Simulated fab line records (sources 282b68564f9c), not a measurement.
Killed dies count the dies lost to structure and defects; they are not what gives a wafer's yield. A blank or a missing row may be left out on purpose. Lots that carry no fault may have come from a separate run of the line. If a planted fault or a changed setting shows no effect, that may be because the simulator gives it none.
Which of the tools did it?	flow rit-cmos	45 wafers from 15 lots sampled at 2 of the route's 202 steps

WHAT EACH GAUGE READ, for each wafer
No reading from a measuring or inspecting step in the record can be judged against a usual standard deviation.

TOOL THAT RAN EACH LOT (tool first, then ch and the chambers of the sampled wafers, then the start)
lot	RIT_M1_ANNEAL_15	RIT_M1_PROBE_99
L335	furnace-02 ch 0, day 3 12:34	prober-01, day 3 14:11
L336	furnace-02 ch 0, day 3 18:32	prober-02, day 3 20:09
L337	furnace-02 ch 0, day 4 04:08	prober-01, day 4 05:45
L338	furnace-02 ch 0, day 4 08:45	prober-02, day 4 10:28
L339	furnace-02 ch 0, day 4 13:16	prober-01, day 4 14:53
L340	furnace-02 ch 0, day 4 18:07	prober-02, day 4 19:44
L341	furnace-02 ch 0, day 5 00:48	prober-01, day 5 02:25
L342	furnace-02 ch 0, day 5 07:09	prober-02, day 5 08:46
L343	furnace-02 ch 0, day 5 09:49	prober-01, day 5 11:29
L344	furnace-02 ch 0, day 5 12:32	prober-02, day 5 14:16
L345	furnace-02 ch 0, day 5 16:44	prober-01, day 5 18:28
L346	furnace-02 ch 0, day 5 20:16	prober-02, day 5 21:59
L347	furnace-02 ch 0, day 6 01:11	prober-01, day 6 02:51
L348	furnace-02 ch 0, day 6 05:23	prober-02, day 6 07:10
L349	furnace-02 ch 0, day 6 13:18	prober-01, day 6 14:55
- RIT_M1_ANNEAL_15: time 1800 s.
- RIT_M1_PROBE_99

WHAT THE TOOLS THEMSELVES READ (means of the sampled wafers that have a number; where no wafer has one, the mark that the record gives instead)
RIT_M1_ANNEAL_15.
lot	tool	spike-tc-centre-C (C)	spike-tc-load-C (C)	spike-tc-source-C (C)	tube-center-temp-C (C)	tube_center_temp_C_max	zone-power-centre-pct (%)	zone-power-load-pct (%)	zone-power-source-pct (%)
L335	furnace-02	453.9	469.2	469.5	450	451.11	20.02	6.73	7.23
L336	furnace-02	453.9	468.3	470.1	450	451.15	20.19	6.79	7.23
L337	furnace-02	454.0	468.7	470.0	450	451.03	20.32	6.77	7.25
L338	furnace-02	453.9	469.1	469.7	450	451.05	20.29	6.75	7.28
L339	furnace-02	452.8	469.4	470.2	450	451.24	20.06	6.82	7.28
L340	furnace-02	453.4	468.3	469.3	450	451.27	20.35	6.74	7.20
L341	furnace-02	453.0	469.4	469.8	450	451.42	20.45	6.78	7.25
L342	furnace-02	453.5	468.8	468.8	450	451.04	20.24	6.76	7.30
L343	furnace-02	452.9	469.8	469.9	450	451.16	20.16	6.75	7.26
L344	furnace-02	452.7	470.0	470.2	450	451.00	20.22	6.76	7.27
L345	furnace-02	453.5	469.5	469.5	450	451.18	19.84	6.80	7.32
L346	furnace-02	498.8	516.0	515.4	495	496.05	22.22	7.93	8.48
L347	furnace-02	499.0	514.7	515.6	495	496.15	22.33	7.82	8.51
L348	furnace-02	498.7	515.4	514.9	495	495.95	22.41	7.82	8.52
L349	furnace-02	498.9	515.3	516.1	495	496.15	22.51	7.85	8.48

RIT_M1_PROBE_99.
lot	tool	defect-limited-yield (%)	killed-at-contacts	killed-at-front-end	killed-dies	killed-open	killed-short
L335	prober-01	97.3	0.0	7	7	3.0	4.0
L336	prober-02	95.2	0.0	13	13	5.7	7.0
L337	prober-01	98.1	0.0	5	5	2.3	2.7
L338	prober-02	97.5	0.0	7	7	2.7	4.0
L339	prober-01	97.6	0.0	6	6	4.0	2.3
L340	prober-02	97.5	0.0	7	7	4.0	2.7
L341	prober-01	97.2	0.0	7	7	3.7	3.7
L342	prober-02	96.5	1.0	8	9	5.0	4.3
L343	prober-01	97.4	0.3	7	7	3.3	3.7
L344	prober-02	96.9	0.0	8	8	4.3	4.0
L345	prober-01	98.0	0.0	5	5	3.7	1.7
L346	prober-02	97.5	0.0	7	7	4.0	2.7
L347	prober-01	96.6	0.0	9	9	4.3	4.0
L348	prober-02	96.8	0.0	8	8	4.0	4.3
L349	prober-01	97.0	0.0	8	8	3.0	5.0

THE ANSWER, worked out from the rows above alone
Rule: what is usual is taken from the lots themselves. Put in order of their means at a reading, lots are off if they are a third of the lots or fewer, leave a main group of 4 or more, and stand apart from it by a gap of 3 or more times the standard deviation of the main group's means; of several such gaps the widest counts. A main group whose means are all the same, to the digits that the tables above print for the reading, isn't used. A lot without any number at a reading at which 4 lots or more have one is off too. All remaining lots with rows at the step are treated as sound. After the gauges, taken in route order, come the tools' own readings; for these a lot's mean is taken, as printed above. At the first step where some lot is off, the reading lying furthest off is the one used; lots without a number count as furthest.
Off, at RIT_M1_ANNEAL_15 on tube_center_temp_C_max: L346, L347, L348, L349. For the main group the mean is 451.15 and the standard deviation 0.12.
If a tool, at that step or one of the process steps before it, ran each lot that is off and ran no sound lot following the first of them, it fits. One candidate fits, namely furnace-02 at RIT_M1_ANNEAL_15. Its last sound lot is L345 (day 5 16:44), its first lot that is off L346 (day 5 20:16): a fault that began between those two fits.
The tool's own readings at RIT_M1_ANNEAL_15 bear it out: on the lots that are off they differ by more than 5 times the standard deviation of the sound lots' means. spike-tc-centre-C reads 498.9 C there against 453.4 C on the sound lots; spike-tc-load-C reads 515.4 C there against 469.1 C on the sound lots; spike-tc-source-C reads 515.5 C there against 469.7 C on the sound lots; tube-center-temp-C reads 495 C there against 450 C on the sound lots; tube_center_temp_C_max reads 496.07 there against 451.15 on the sound lots; zone-power-centre-pct reads 22.37 % there against 20.19 % on the sound lots; zone-power-load-pct reads 7.86 % there against 6.77 % on the sound lots; zone-power-source-pct reads 8.50 % there against 7.26 % on the sound lots.

WHAT THE SIMULATOR HAD PUT IN
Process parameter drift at RIT_M1_ANNEAL_15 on furnace-02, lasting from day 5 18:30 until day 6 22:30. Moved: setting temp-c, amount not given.
Struck lots among those shown: L346, L347, L348, L349. The rule above found the same.
